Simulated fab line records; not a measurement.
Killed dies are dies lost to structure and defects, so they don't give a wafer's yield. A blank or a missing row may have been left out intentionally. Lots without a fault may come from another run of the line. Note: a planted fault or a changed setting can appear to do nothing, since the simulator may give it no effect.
Struck lot and sound lot, side by side + flow berkeley cmos170 + 17 steps out of a route of 331
Sound: the wafers L997.1, L997.3, L997.4. Wafers L103.1, L103.2, L103.6 were the ones struck. The cause comes at the end.
For every step that has rows: the tool of each side, followed by ch and its chambers, followed by its first start. Under that, the readings that differ: sound wafers + struck wafers + difference of the means + sigmas: that difference in standard deviations of wafers without a fault.
alike: words and numbers the same on both sides, and readings whose means are apart by under 2 such deviations; not compared: readings that were withheld, readings missing a value for some wafer, numbers with overlapping values and no deviation given by the record, and bounds like >300 which may hide the same value.
Wherever a step has rows on one side only, a row that says differs or no value, or a row with sigmas, the two part there. Non-overlapping numbers with no deviation appear without sigmas and do not part them. Lack of a reading on every wafer of one side parts them only where that side has two or more wafers.

UCB170_NSD_CD_MEAS_06: target cd 1200 nm.
  sound on cd sem-02, day 7 05:43; struck on cd sem-02, day 8 08:19
  alike: cd nm
UCB170_NSD_OVL_MEAS_07:
  sound on overlay-01, day 7 05:51; struck on overlay-02, day 8 08:26
  alike: NSD_OVL
after that, 1 step had no rows for these wafers: UCB170_NSD_IMPLANT_08.
UCB170_NSD_STRIP_09: strips in O2.
  sound on plasma asher-03 ch 0,1, day 7 06:02; struck on plasma asher-02 ch 0,1, day 8 08:38
  alike: drypump motor current A, oes product au, strip time to endpoint s
  not compared: rf hours counter h
UCB170_NSD_TW_MEAS_10:
  sound on film metro-03, day 7 06:08; struck on film metro-01, day 8 08:44
  alike: NSD_TW
then, 4 steps without rows for these wafers: UCB170_NSD_CLEAN_11 (cleans in SPM, time 600 s); UCB170_BACKSIDE_HMDS_00 (prime time 60 s); UCB170_BACKSIDE_COAT_01 (resist thk 900 nm); UCB170_BACKSIDE_SOFTBAKE_02 (time 60 s).
UCB170_BACKSIDE_STRIP_03: strips in O2.
  sound on plasma asher-04 ch 0,1, day 7 06:49; struck on plasma asher-01 ch 0,1, day 8 09:45
  alike: drypump motor current A, oes product au, strip time to endpoint s
  not compared: rf hours counter h
then, 1 step without rows for these wafers: UCB170_BACKSIDE_CLEAN_04 (cleans in SPM, time 600 s).
UCB170_SDANNEAL_RTA_00: time 10 s.
  sound on rtp anneal-01 ch 0, day 7 07:10; struck on rtp anneal-01 ch 0, day 8 10:12
  alike: lamp power pct, wafer_temp_C_max
UCB170_SDANNEAL_RTA_01: time 5 s.
  sound on rtp anneal-01 ch 0, day 7 07:14; struck on rtp anneal-01 ch 0, day 8 10:16
| reading            | sound                | struck               | difference | sigmas |
|--------------------|----------------------|----------------------|------------|--------|
| lamp power pct (%) | 39.1 39.1 39.1       | 41.7 41.7 41.6       | +2.6       | +3     |
| wafer_temp_C_max   | 1051.9 1053.3 1052.8 | 1076.6 1076.9 1076.6 | +24.0      | +34    |
UCB170_SDANNEAL_RS_MEAS_02: measures by four-point-probe.
  sound on film metro-01, day 7 07:17; struck on film metro-01, day 8 10:19
| reading         | sound          | struck         | difference | sigmas |
|-----------------|----------------|----------------|------------|--------|
| PSD_RS (ohm/sq) | 75.9 76.1 75.5 | 65.3 65.3 65.2 | -10.6      | -35    |
UCB170_SDANNEAL_RS_MEAS_03: measures by four-point-probe.
  sound on film metro-01, day 7 07:25; struck on film metro-01, day 8 10:26
| reading         | sound             | struck            | difference | sigmas |
|-----------------|-------------------|-------------------|------------|--------|
| NSD_RS (ohm/sq) | 37.39 37.37 37.36 | 35.54 35.60 35.61 | -1.79      | -22    |
UCB170_SDANNEAL_RS_MEAS_04: measures by four-point-probe.
  sound on film metro-01, day 7 07:32; struck on film metro-01, day 8 10:34
| reading          | sound                | struck               | difference | sigmas |
|------------------|----------------------|----------------------|------------|--------|
| PLDD_RS (ohm/sq) | 1033.5 1033.2 1032.6 | 1012.1 1014.6 1015.8 | -18.9      | -8     |
UCB170_SDANNEAL_RS_MEAS_05: measures by four-point-probe.
  sound on film metro-01, day 7 07:39; struck on film metro-01, day 8 10:41
| reading          | sound             | struck            | difference | sigmas |
|------------------|-------------------|-------------------|------------|--------|
| NLDD_RS (ohm/sq) | 615.6 615.9 619.2 | 614.5 613.7 614.4 | -2.7       | -2     |

WHERE THEY PART
Earliest at UCB170_SDANNEAL_RTA_01; latest, in this record, at UCB170_SDANNEAL_RS_MEAS_05.

WHY: what had been put in by the simulator
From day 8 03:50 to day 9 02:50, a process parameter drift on rtp anneal-01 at UCB170_SDANNEAL_RTA_01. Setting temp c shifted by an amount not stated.
